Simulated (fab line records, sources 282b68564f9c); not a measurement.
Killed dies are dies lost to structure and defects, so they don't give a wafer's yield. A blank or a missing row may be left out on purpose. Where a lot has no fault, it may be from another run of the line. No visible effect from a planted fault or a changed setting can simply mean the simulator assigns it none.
fab line records	flow rit-cmos
record: lots: 6	wafers: 18	last-day: 6
route steps=202 shown REOX@99 NLDD@103 PLDD@114 SPACER@125 NSD@131 M1@202
lots with no fault: from the same line, run without faults
start-h: hours from the record's first day to the start of the lot's first wafer shown	wait-h: hours elapsed since this lot's preceding step	" as in the row above	L1.1+2: several wafers, shown together as one row	- no value present, or no start provided	* or withheld: withheld	< > ~ a bound
route shown NAME@n: a module of which the file shows steps, and the number in the route of the first	usual: mean and standard deviation over wafers with no fault	same: alike in all rows	chamber/n: place in a boat	sites: readings site by site	_std_site: their standard deviation	_edge_site: mean of outer sites minus mean of inner sites	radius-mm: how far each site lies from the wafer's centre	mask NAME#n: copy n	behind: the tool/chamber that last shaped the wafer	hold: the reason the lot was held/the length of the hold in hours/how it ended	device: the n, p or np transistor that did not switch	end of line: the route-end tests of the same wafers	a step given without rows: its recipe and nothing more	killed: not the wafer's yield, but the dies lost to structure and defects at the first sort	map: the dies of a wafer, with x for killed, . for not killed, _ for no die there
set.NAME: setting as actually run; set.NAME@STEP: the setting as run at that earlier step	model.NAME: the simulator's own value behind a step, which no gauge read
a table for each step, a row for each wafer; lots at some steps of the route
services: the hour from which a tool's chamber was out of use, counted from the record's first day as start-h (under 0 if before that day), plus the number of hours and why
== steps ==
step: RIT_REOX_CLEAN_01
recipe: chemistry: dHF	dilution: 50:1	time-s: 30
step: RIT_REOX_CLEAN_02
recipe: chemistry: SC2	mix: 3:3:50	time-s: 600	temp-c: 75	dry: n2-spin
step: RIT_REOX_OXIDATION_03
recipe: temp-c: 900	ambient: O2	target-thk-a: 252	ox-time-s: 5580
step: RIT_REOX_THK_MEAS_04
recipe: reads: SiO2_of_REOX_OXIDATION_03
usual: REOX_OXIDE_THK: 25.0/0.56
lot.wafer	tool	chamber	start-h	wait-h	REOX_OXIDE_THK[nm]
L106.1	film-metro-03	-	62.49	0.0	24.7
L106.3	"	-	"	"	24.4
L106.4	"	-	"	"	24.1
L107.1	film-metro-02	-	66.38	0.0	25.0
L107.2	"	-	"	"	25.2
L107.6	"	-	"	"	24.6
L116.1	film-metro-03	-	110.26	0.0	24.9
L116.3	"	-	"	"	25.3
L116.6	"	-	"	"	25.3
L117.1	film-metro-02	-	116.20	0.0	24.9
L117.2	"	-	"	"	25.2
L117.6	"	-	"	"	25.2
L120.2	film-metro-04	-	129.61	0.0	26.0
L120.3	"	-	"	"	25.9
L120.4	"	-	"	"	25.9
L121.3	film-metro-03	-	132.11	0.0	25.6
L121.4	"	-	"	"	25.6
L121.5	"	-	"	"	25.1
step: RIT_NLDD_HMDS_00
recipe: prime-time-s: 60	prime-temp-c: 140
step: RIT_NLDD_COAT_01
recipe: resist: NOVOLAK	spin-rpm: 3250	resist-thk-nm: 1013
step: RIT_NLDD_SOFTBAKE_02
recipe: resist: NOVOLAK	temp-c: 90	time-s: 60
step: RIT_NLDD_EXPOSE_03
recipe: mask-id: M7	na: 0.57	target-cd-nm: 40700	dose-mj: 250
step: RIT_NLDD_PEB_04
recipe: resist: NOVOLAK	temp-c: withheld	time-s: withheld
step: RIT_NLDD_DEVELOP_05
recipe: resist: NOVOLAK	develop-time-s: 50	dev-temp-c: 23
step: RIT_NLDD_OVL_MEAS_06
usual: NLDD_OVL: -0.7/1.5
lot.wafer	tool	chamber	start-h	wait-h	NLDD_OVL[nm]
L106.1	overlay-02	-	63.69	-	-3.4
L106.3	"	-	"	"	-2.4
L106.4	"	-	"	"	-2.8
L107.1	overlay-02	-	67.41	-	0.9
L107.2	"	-	"	"	2.1
L107.6	"	-	"	"	0.0
L116.1	overlay-02	-	111.17	-	0.7
L116.3	"	-	"	"	-1.2
L116.6	"	-	"	"	-4.5
L117.1	overlay-02	-	117.23	-	-1.7
L117.2	"	-	"	"	-1.5
L117.6	"	-	"	"	-1.9
L120.2	overlay-01	-	130.74	-	-1.1
L120.3	"	-	"	"	-1.7
L120.4	"	-	"	"	-1.2
L121.3	overlay-02	-	133.17	-	-1.3
L121.4	"	-	"	"	0.1
L121.5	"	-	"	"	-1.1
step: RIT_NLDD_HARDBAKE_07
recipe: resist: NOVOLAK	temp-c: 140	time-s: 60
step: RIT_NLDD_IMPLANT_08
recipe: species: P	energy-kev: 20	dose-cm2: 5e+14	tilt-deg: 7
usual: dose-ions-cm2: 5e+14/5e+11	faraday-current-uA: 1573/31
same: implant-ion-amu: 31
lot.wafer	tool	chamber	start-h	wait-h	dose-ions-cm2	faraday-current-uA
L106.1	implanter-04	0	63.88	0.1	4.998e+14	1556
L106.3	"	0	"	"	5.005e+14	1588
L106.4	"	0	"	"	5.008e+14	1635
L107.1	implanter-03	0	67.60	0.1	5.003e+14	1557
L107.2	"	0	"	"	4.999e+14	1521
L107.6	"	0	"	"	5.002e+14	1590
L116.1	implanter-04	0	111.35	0.1	3.206e+14	1016
L116.3	"	0	"	"	3.207e+14	997
L116.6	"	0	"	"	3.208e+14	1005
L117.1	implanter-04	0	117.42	0.1	3.207e+14	1019
L117.2	"	0	"	"	3.208e+14	1028
L117.6	"	0	"	"	3.208e+14	1010
L120.2	implanter-03	0	130.95	0.1	5.003e+14	1644
L120.3	"	0	"	"	4.993e+14	1578
L120.4	"	0	"	"	4.991e+14	1584
L121.3	implanter-02	0	133.40	0.1	5e+14	1610
L121.4	"	0	"	"	5.003e+14	1579
L121.5	"	0	"	"	5.002e+14	1606
step: RIT_NLDD_STRIP_09
recipe: chemistry: O2	time-s: 180	resist: NOVOLAK	platen-temp-c: withheld	power-w: 500	pressure-mtorr: 4000	o2-flow-sccm: 4000
usual: drypump-motor-current-A: 5.7/0.62
same: time-s: 180
lot.wafer	tool	chamber	start-h	wait-h	drypump-motor-current-A	rf-hours-counter-h
L106.1	plasma-asher-01	0	64.03	0.1	4.9	28
L106.3	"	1	"	"	6.4	-
L106.4	"	0	"	"	4.9	-
L107.1	plasma-asher-03	1	67.75	0.1	5.5	41
L107.2	"	0	"	"	5.3	41
L107.6	"	0	"	"	5.3	-
L116.1	plasma-asher-04	1	111.50	0.1	6.6	46
L116.3	"	0	"	"	5.4	-
L116.6	"	1	"	"	6.6	-
L117.1	plasma-asher-01	1	117.57	0.1	6.4	34
L117.2	"	0	"	"	4.9	34
L117.6	"	0	"	"	4.9	-
L120.2	plasma-asher-03	1	131.07	0.1	5.5	1
L120.3	"	0	"	"	5.3	-
L120.4	"	1	"	"	5.5	-
L121.3	plasma-asher-01	1	133.56	0.1	6.4	-
L121.4	"	0	"	"	4.9	-
L121.5	"	0	"	"	4.9	-
step: RIT_NLDD_TW_MEAS_10
usual: NLDD_TW: 2472/31
lot.wafer	tool	chamber	start-h	wait-h	NLDD_TW
L106.1	film-metro-04	-	64.20	0.1	2444
L106.3	"	-	"	"	2440
L106.4	"	-	"	"	2444
L107.1	film-metro-01	-	67.92	0.1	2505
L107.2	"	-	"	"	2508
L107.6	"	-	"	"	2501
L116.1	film-metro-04	-	111.68	0.1	2169
L116.3	"	-	"	"	2153
L116.6	"	-	"	"	2158
L117.1	film-metro-01	-	117.74	0.1	2219
L117.2	"	-	"	"	2218
L117.6	"	-	"	"	2214
L120.2	film-metro-01	-	131.26	0.1	2482
L120.3	"	-	"	"	2490
L120.4	"	-	"	"	2475
L121.3	film-metro-01	-	133.69	0.1	2485
L121.4	"	-	"	"	2494
L121.5	"	-	"	"	2482
step: RIT_PLDD_HMDS_00
recipe: prime-time-s: 60	prime-temp-c: 140
step: RIT_PLDD_COAT_01
recipe: resist: NOVOLAK	spin-rpm: 3250	resist-thk-nm: 1000
step: RIT_PLDD_SOFTBAKE_02
recipe: resist: NOVOLAK	temp-c: 90	time-s: 60
step: RIT_PLDD_EXPOSE_03
recipe: mask-id: M8	na: 0.57	target-cd-nm: 40900	dose-mj: 250
step: RIT_PLDD_PEB_04
recipe: resist: NOVOLAK	temp-c: withheld	time-s: withheld
step: RIT_PLDD_DEVELOP_05
recipe: resist: NOVOLAK	develop-time-s: 50	dev-temp-c: 23
step: RIT_PLDD_OVL_MEAS_06
usual: PLDD_OVL: 1.2/1.5
lot.wafer	tool	chamber	start-h	wait-h	PLDD_OVL[nm]
L106.1	overlay-01	-	65.15	-	0.8
L106.3	"	-	"	"	2.2
L106.4	"	-	"	"	2.4
L107.1	overlay-01	-	68.83	-	3.2
L107.2	"	-	"	"	1.9
L107.6	"	-	"	"	1.4
L116.1	overlay-02	-	112.83	-	-1.0
L116.3	"	-	"	"	0.6
L116.6	"	-	"	"	-1.9
L117.1	overlay-01	-	118.83	-	0.3
L117.2	"	-	"	"	0.1
L117.6	"	-	"	"	3.0
L120.2	overlay-01	-	132.29	-	3.0
L120.3	"	-	"	"	2.7
L120.4	"	-	"	"	0.6
L121.3	overlay-02	-	134.59	-	0.4
L121.4	"	-	"	"	1.1
L121.5	"	-	"	"	0.8
step: RIT_PLDD_HARDBAKE_07
recipe: resist: NOVOLAK	temp-c: 140	time-s: 60
step: RIT_PLDD_IMPLANT_08
recipe: species: BF2	energy-kev: 20	dose-cm2: 9.197e+14	tilt-deg: 7
step: RIT_PLDD_STRIP_09
recipe: chemistry: O2	time-s: 180	resist: NOVOLAK	platen-temp-c: withheld	power-w: 500	pressure-mtorr: 4000	o2-flow-sccm: 4000
usual: drypump-motor-current-A: 5.6/0.63
same: time-s: 180
lot.wafer	tool	chamber	start-h	wait-h	drypump-motor-current-A	rf-hours-counter-h
L106.1	plasma-asher-02	0	65.48	0.1	5.4	44
L106.3	"	1	"	"	5.1	-
L106.4	"	0	"	"	5.4	-
L107.1	plasma-asher-02	0	69.17	0.1	5.4	44
L107.2	"	1	"	"	5.1	44
L107.6	"	0	"	"	5.4	-
L116.1	plasma-asher-04	1	113.17	0.1	6.6	46
L116.3	"	1	"	"	6.6	-
L116.6	"	0	"	"	5.4	-
L117.1	plasma-asher-04	0	119.17	0.1	5.4	47
L117.2	"	1	"	"	6.6	47
L117.6	"	1	"	"	6.6	-
L120.2	plasma-asher-04	0	132.62	0.1	5.4	48
L120.3	"	0	"	"	5.4	-
L120.4	"	1	"	"	6.6	-
L121.3	plasma-asher-01	0	134.98	0.1	4.9	-
L121.4	"	1	"	"	6.4	-
L121.5	"	1	"	"	6.4	-
step: RIT_PLDD_TW_MEAS_10
usual: PLDD_TW: 2349/28
lot.wafer	tool	chamber	start-h	wait-h	PLDD_TW
L106.1	film-metro-01	-	65.66	0.1	2372
L106.3	"	-	"	"	2372
L106.4	"	-	"	"	2385
L107.1	film-metro-04	-	69.34	0.1	2296
L107.2	"	-	"	"	2305
L107.6	"	-	"	"	2307
L116.1	film-metro-02	-	113.34	0.1	2360
L116.3	"	-	"	"	2362
L116.6	"	-	"	"	2352
L117.1	film-metro-02	-	119.34	0.1	2367
L117.2	"	-	"	"	2361
L117.6	"	-	"	"	2363
L120.2	film-metro-01	-	132.80	0.1	2365
L120.3	"	-	"	"	2368
L120.4	"	-	"	"	2360
L121.3	film-metro-04	-	135.11	0.1	2292
L121.4	"	-	"	"	2290
L121.5	"	-	"	"	2293
step: RIT_SPACER_CLEAN_00
recipe: chemistry: SC1	mix: 3:3:50	time-s: 600	temp-c: 75
step: RIT_SPACER_CLEAN_01
recipe: chemistry: dHF	dilution: 50:1	time-s: 30
step: RIT_SPACER_CLEAN_02
recipe: chemistry: SC2	mix: 3:3:50	time-s: 600	temp-c: 75	dry: n2-spin
step: RIT_SPACER_CVD_03
recipe: material: Si3N4	target-thk-nm: 250	temp-c: 810	precursor: SiH2Cl2/NH3	time-s: 3300	pressure-mtorr: 300	sih2cl2-flow-sccm: 60	nh3-flow-sccm: 150
step: RIT_SPACER_THK_MEAS_04
recipe: reads: Si3N4_of_SPACER_CVD_03
usual: SPACER_NITRIDE_THK: 250.9/2.3
lot.wafer	tool	chamber	start-h	wait-h	SPACER_NITRIDE_THK[nm]
L106.1	film-metro-02	-	68.04	0.0	253.9
L106.3	"	-	"	"	252.6
L106.4	"	-	"	"	254.0
L107.1	film-metro-02	-	71.69	0.0	253.0
L107.2	"	-	"	"	252.6
L107.6	"	-	"	"	251.6
L116.1	film-metro-02	-	115.69	0.0	251.4
L116.3	"	-	"	"	251.5
L116.6	"	-	"	"	252.5
L117.1	film-metro-02	-	121.69	0.0	251.1
L117.2	"	-	"	"	250.2
L117.6	"	-	"	"	250.0
L120.2	film-metro-02	-	135.16	0.0	249.4
L120.3	"	-	"	"	249.2
L120.4	"	-	"	"	249.3
L121.3	film-metro-03	-	137.47	0.0	249.1
L121.4	"	-	"	"	250.3
L121.5	"	-	"	"	249.5
step: RIT_SPACER_ETCHBACK_05
recipe: target-depth-a: 2500	SF6_flow_sccm: 30	CHF3_flow_sccm: 30	target: Si3N4	chemistry: SF6/CHF3	pressure-mtorr: 40	rf-w: 250	time-s: 240	stop-on: SiO2
usual: drypump-motor-current-A: 5.7/0.43	oes-product-au: 0.838/0.015	throttle-valve-pct: 10.29/0.16
same: time-s: 240
lot.wafer	tool	chamber	start-h	wait-h	drypump-motor-current-A	oes-product-au	rf-hours-counter-h	throttle-valve-pct
L106.1	rie-diel-01	1	68.10	0.1	5.3	0.860	162	10.30
L106.3	"	3	"	"	5.7	0.841	108	10.40
L106.4	"	2	"	"	5.9	0.844	-	10.05
L107.1	rie-diel-01	1	71.75	0.1	5.3	0.853	162	10.30
L107.2	"	2	"	"	5.9	0.837	151	10.04
L107.6	"	3	"	"	5.7	0.834	-	10.40
L116.1	rie-diel-03	2	115.75	0.1	6.4	0.829	39	9.99
L116.3	"	3	"	"	6.3	0.835	31	10.37
L116.6	"	0	"	"	5.9	0.849	-	10.42
L117.1	rie-diel-01	3	121.75	0.1	5.7	0.833	109	10.41
L117.2	"	1	"	"	5.3	0.863	0	10.31
L117.6	"	2	"	"	5.9	0.832	-	10.04
L120.2	rie-diel-04	0	135.21	0.0	5.9	0.831	6	10.45
L120.3	"	1	"	"	5.6	0.833	90	10.28
L120.4	"	2	"	"	5.4	0.824	40	10.19
L121.3	rie-diel-01	0	137.51	0.0	4.9	0.821	118	10.51
L121.4	"	3	"	"	5.7	0.831	110	10.41
L121.5	"	1	"	"	5.4	0.864	-	10.30
step: RIT_NSD_HMDS_00
recipe: prime-time-s: 60	prime-temp-c: 140
step: RIT_NSD_COAT_01
recipe: resist: NOVOLAK	spin-rpm: 3250	resist-thk-nm: 1000
step: RIT_NSD_SOFTBAKE_02
recipe: resist: NOVOLAK	temp-c: 90	time-s: 60
step: RIT_NSD_EXPOSE_03
recipe: mask-id: M9	na: 0.57	target-cd-nm: 40700	dose-mj: 250
step: RIT_NSD_PEB_04
recipe: resist: NOVOLAK	temp-c: withheld	time-s: withheld
step: RIT_NSD_DEVELOP_05
recipe: resist: NOVOLAK	develop-time-s: 50	dev-temp-c: 23
step: RIT_NSD_OVL_MEAS_06
usual: NSD_OVL: 0.5/1.5
lot.wafer	tool	chamber	start-h	wait-h	NSD_OVL[nm]
L106.1	overlay-02	-	69.11	-	-1.3
L106.3	"	-	"	"	0.0
L106.4	"	-	"	"	0.0
L107.1	overlay-01	-	72.87	-	3.1
L107.2	"	-	"	"	2.7
L107.6	"	-	"	"	1.0
L116.1	overlay-01	-	116.75	-	1.2
L116.3	"	-	"	"	-0.1
L116.6	"	-	"	"	1.3
L117.1	overlay-02	-	122.87	-	-0.7
L117.2	"	-	"	"	-1.6
L117.6	"	-	"	"	1.5
L120.2	overlay-01	-	136.43	-	1.1
L120.3	"	-	"	"	0.9
L120.4	"	-	"	"	-0.6
L121.3	overlay-02	-	138.52	-	1.8
L121.4	"	-	"	"	1.2
L121.5	"	-	"	"	0.4
step: RIT_NSD_HARDBAKE_07
recipe: resist: NOVOLAK	temp-c: 140	time-s: 60
step: RIT_NSD_IMPLANT_08
recipe: species: P	energy-kev: 25	dose-cm2: 1e+15	tilt-deg: 7
step: RIT_NSD_STRIP_09
recipe: chemistry: O2	time-s: 180	resist: NOVOLAK	platen-temp-c: withheld	power-w: 500	pressure-mtorr: 4000	o2-flow-sccm: 4000
usual: drypump-motor-current-A: 5.5/0.45
same: time-s: 180
lot.wafer	tool	chamber	start-h	wait-h	drypump-motor-current-A	rf-hours-counter-h
L106.1	plasma-asher-03	0	69.45	0.1	5.3	42
L106.3	"	0	"	"	5.3	-
L106.4	"	1	"	"	5.5	-
L107.1	plasma-asher-04	0	73.21	0.1	5.4	41
L107.2	"	1	"	"	6.6	41
L107.6	"	1	"	"	6.6	-
L116.1	plasma-asher-02	0	117.08	0.1	5.4	48
L116.3	"	1	"	"	5.1	-
L116.6	"	0	"	"	5.4	-
L117.1	plasma-asher-02	0	123.21	0.1	5.4	48
L117.2	"	1	"	"	5.1	48
L117.6	"	0	"	"	5.4	-
L120.2	plasma-asher-03	0	136.76	0.1	5.3	2
L120.3	"	0	"	"	5.3	-
L120.4	"	1	"	"	5.5	-
L121.3	plasma-asher-02	1	138.91	0.1	5.1	-
L121.4	"	0	"	"	5.4	-
L121.5	"	1	"	"	5.1	-
step: RIT_SDANNEAL_RS_MEAS_07
recipe: thk-meas-gauge: four-point-probe
usual: NLDD_RS: 151.8/0.47
lot.wafer	tool	chamber	start-h	wait-h	NLDD_RS[ohm/sq]
L106.1	film-metro-04	-	71.89	0.1	151.8
L106.3	"	-	"	"	151.3
L106.4	"	-	"	"	151.5
L107.1	film-metro-02	-	75.77	0.1	152.3
L107.2	"	-	"	"	152.6
L107.6	"	-	"	"	152.6
L116.1	film-metro-04	-	119.81	0.1	216.9
L116.3	"	-	"	"	216.5
L116.6	"	-	"	"	217.6
L117.1	film-metro-04	-	126.04	0.1	217.7
L117.2	"	-	"	"	217.2
L117.6	"	-	"	"	218.5
L120.2	film-metro-04	-	139.35	0.1	151.5
L120.3	"	-	"	"	151.9
L120.4	"	-	"	"	152.6
L121.3	film-metro-01	-	141.36	0.1	152.7
L121.4	"	-	"	"	152.5
L121.5	"	-	"	"	152.5
step: RIT_M1_PROBE_99
usual: killed_at_M0_to_M3: 0.0/0.2	killed-at-front-end: 6/3.1	killed-dies: 6/3.1	killed-open: 2.9/2	killed-short: 3.3/2
same: gross-dies: 264	killed_at_M4_up: 0	killed-at-back-side: 0	killed-at-contacts: 0	killed-at-other: 0
lot.wafer	tool	chamber	start-h	wait-h	killed_at_M0_to_M3	killed-at-front-end	killed-dies	killed-open	killed-short	model.etest.nmos_0p15.r-on-ohm-um	model.etest.nmos_0p3.r-on-ohm-um	model.etest.nldd.rs-ohm-sq	model.etest.nmos-turned.drive-ua-um	model.etest.nmos_0p15.drive-ua-um	model.etest.nldd.line-ohm-um	model.etest.nmos-narrow.drive-ua-um	model.etest.nmos_0p3.drive-ua-um
L106.1	prober-01	-	79.25	0.1	0	8	8	4	4	1094	2137	348.3	339.6	459.8	107.6	234.6	225.9
L106.3	prober-01	-	79.35	0.2	0	4	4	2	2	1100	2143	343.1	343.4	470.1	105.2	231.8	224.8
L106.4	prober-01	-	79.40	0.2	0	7	7	3	4	1066	2112	334.8	360.2	482.1	104.6	237.7	231.1
L107.1	prober-02	-	82.65	0.1	0	12	12	7	5	1114	2174	384.7	308	451.3	117.8	226.6	217
L107.2	prober-02	-	82.70	0.1	0	7	7	5	2	1163	2224	388.4	308.8	454.7	120	235	223.4
L107.6	prober-02	-	82.90	0.2	0	14	14	7	7	1113	2164	376.3	320.2	461.6	115.2	231	218.4
L116.1	prober-01	-	126.98	0.1	0	3	3	2	1	1342	2383	539.1	206.6	397.9	168.2	211.8	204.9
L116.3	prober-01	-	127.08	0.2	0	6	6	4	2	1355	2422	545.9	198.6	407.5	170.4	213.4	207.3
L116.6	prober-01	-	127.23	0.2	0	3	3	2	1	1404	2449	546.7	197.3	395.3	172.7	210.6	206.3
L117.1	prober-02	-	132.92	0.1	0	8	8	5	3	1412	2452	537.1	197.5	380.1	165.6	208.8	202.9
L117.2	prober-02	-	132.97	0.1	0	11	11	5	6	1401	2465	545	193	383.5	169.6	207.3	203.7
L117.6	prober-02	-	133.17	0.2	0	9	9	2	6	1455	2488	546.2	191	377	168.5	209.4	205.9
L120.2	prober-01	-	146.38	0.1	0	8	8	3	5	1175	2194	421	293.4	457.6	130.2	230.9	225.8
L120.3	prober-01	-	146.43	0.2	1	7	8	3	5	1154	2160	419.4	293.3	461.3	128.8	232.2	227.1
L120.4	prober-01	-	146.48	0.2	0	6	6	2	4	1147	2182	419.5	289.1	462.6	131.9	232.3	226.1
L121.3	prober-02	-	148.48	0.2	0	3	3	1	2	1206	2205	393.3	300.2	448.1	121.2	234.4	227.5
L121.4	prober-02	-	148.53	0.2	0	4	4	1	3	1173	2168	389.9	297	450.2	121.8	233.7	227.8
L121.5	prober-02	-	148.58	0.2	0	2	2	0	2	1170	2161	383	313.8	454.1	119.8	238.7	228.4
killed by level:class
L106.1 FOX1:geometric-particle:short=2 FOX1:geometric-particle:open=2 GATE:geometric-particle:open=2 FOX2:geometric-particle:short=1 GATE:geometric-particle:short=1
L106.3 GATE:geometric-particle:short=2 GATE:geometric-particle:open=2
L106.4 FOX1:geometric-particle:open=2 FOX1:geometric-particle:short=2 GATE:geometric-particle:short=1 SILICIDE:geometric-particle:open=1 SILICIDE:geometric-particle:short=1
L107.1 GATE:geometric-particle:short=4 FOX1:geometric-particle:open=3 GATE:geometric-particle:open=3 FOX1:geometric-particle:short=1 SPACER:geometric-particle:open=1
L107.2 SILICIDE:geometric-particle:open=2 FOX1:geometric-particle:short=1 FOX1:geometric-particle:open=1 GATE:geometric-particle:open=1 REOX:geometric-particle:open=1 SILICIDE:geometric-particle:short=1
L107.6 SILICIDE:geometric-particle:short=4 FOX1:geometric-particle:open=3 GATE:geometric-particle:short=2 FOX1:geometric-particle:short=1 FOX2:geometric-particle:open=1 GATE:geometric-particle:open=1 REOX:geometric-particle:open=1 SILICIDE:geometric-particle:open=1
L116.1 FOX1:geometric-particle:short=1 GATE:geometric-particle:open=1 SILICIDE:geometric-particle:open=1
L116.3 SILICIDE:geometric-particle:open=2 GATE:geometric-particle:short=1 GATE:geometric-particle:open=1 REOX:geometric-particle:open=1 SILICIDE:geometric-particle:short=1
L116.6 FOX1:geometric-particle:open=1 GATE:geometric-particle:open=1 REOX:geometric-particle:short=1
L117.1 FOX1:geometric-particle:open=2 GATE:geometric-particle:open=2 FOX2:geometric-particle:short=1 GATE:geometric-particle:short=1 SILICIDE:geometric-particle:open=1 SILICIDE:geometric-particle:short=1
L117.2 SPACER:geometric-particle:short=3 FOX1:geometric-particle:open=2 SILICIDE:geometric-particle:short=2 GATE:geometric-particle:short=1 GATE:geometric-particle:open=1 SPACER:geometric-particle:open=1 SILICIDE:geometric-particle:open=1
L117.6 FOX1:geometric-particle:short=2 GATE:geometric-particle:open=2 REOX:geometric-particle:short=2 GATE:geometric-particle:short=1 SPACER:geometric-particle:short=1 ACTIVE:coat-microbubble-printed=1
L120.2 GATE:geometric-particle:open=2 REOX:geometric-particle:short=2 SPACER:geometric-particle:short=2 SILICIDE:geometric-particle:open=1 SILICIDE:geometric-particle:short=1
L120.3 FOX1:geometric-particle:short=2 REOX:geometric-particle:short=2 SILICIDE:geometric-particle:open=2 SPACER:geometric-particle:open=1 M1:geometric-particle:short=1
L120.4 FOX2:geometric-particle:open=1 GATE:geometric-particle:short=1 REOX:geometric-particle:short=1 SPACER:geometric-particle:open=1 SPACER:geometric-particle:short=1 SILICIDE:geometric-particle:short=1
L121.3 FOX1:geometric-particle:short=1 GATE:geometric-particle:open=1 SILICIDE:geometric-particle:short=1
L121.4 GATE:geometric-particle:open=1 GATE:geometric-particle:short=1 REOX:geometric-particle:short=1 SILICIDE:geometric-particle:short=1
L121.5 SILICIDE:geometric-particle:short=2
== services ==
tool	chamber	start-h	hours	kind
implanter-03	-	68.10	3.8	repair
plasma-asher-02	-	71.80	14.6	pm
implanter-02	-	82.09	4.3	repair
rie-diel-01	1	86.71	-	clean
rie-diel-01	1	86.71	-	consumable-replace:esc
rie-diel-01	1	86.71	20.6	scheduled-down
rie-diel-01	1	86.71	20.6	vent-cycle
plasma-asher-03	-	88.64	1.2	repair
rie-diel-03	1	107.85	-	clean
rie-diel-03	1	107.85	16.0	scheduled-down
rie-diel-03	1	107.85	16.0	vent-cycle
plasma-asher-03	-	108.75	9.0	pm
plasma-asher-03	0	108.75	9.0	vent-cycle
plasma-asher-03	1	108.75	9.0	vent-cycle
rie-diel-01	2	114.80	1.8	repair
implanter-02	-	116.09	2.6	repair
plasma-asher-03	0	117.75	-	clean
plasma-asher-03	1	117.75	-	clean
implanter-02	-	118.66	6.6	pm
implanter-04	-	131.88	6.2	repair
== key ==
first-sign: step: RIT_NLDD_IMPLANT_08	reading: dose-ions-cm2	direction: down	sigmas: 99+	usual: 5e+14	struck: 3.207e+14
effect: step: RIT_NLDD_IMPLANT_08	reading: faraday-current-uA	direction: down	sigmas: 18	usual: 1573	struck: 1012
effect: step: RIT_NLDD_TW_MEAS_10	reading: NLDD_TW	direction: down	sigmas: 9.2	usual: 2472	struck: 2189
effect: step: RIT_SDANNEAL_RS_MEAS_07	reading: NLDD_RS	direction: up	sigmas: 99+	usual: 151.8	struck: 217.4
model-effect: step: RIT_M1_PROBE_99	value: etest.nmos_0p15.r-on-ohm-um	without: 1128	struck: 1395
met-at RIT_NLDD_IMPLANT_08
struck-wafers L116.1,L116.3,L116.6,L117.1,L117.2,L117.6
tester-left-out L116,L117
onset-between 63.88 111.35
fault: kind: process-parameter-drift	tool: implanter-04	chamber: -	onset-h: 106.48	steps: RIT_NLDD_IMPLANT_08	channel: dose-cm2	offset: -1.7923e+14	shape: step	end-h: 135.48	acts-in: these-recipes-only	stated: 5e+14
tester-left-out: of these lots the tester's yield and bins aren't shown, on N5 and GAA mostly nor the transistor test; their killed dies are dies lost to structure and defects alone, not to doping, threshold or leakage, so they don't give the yield
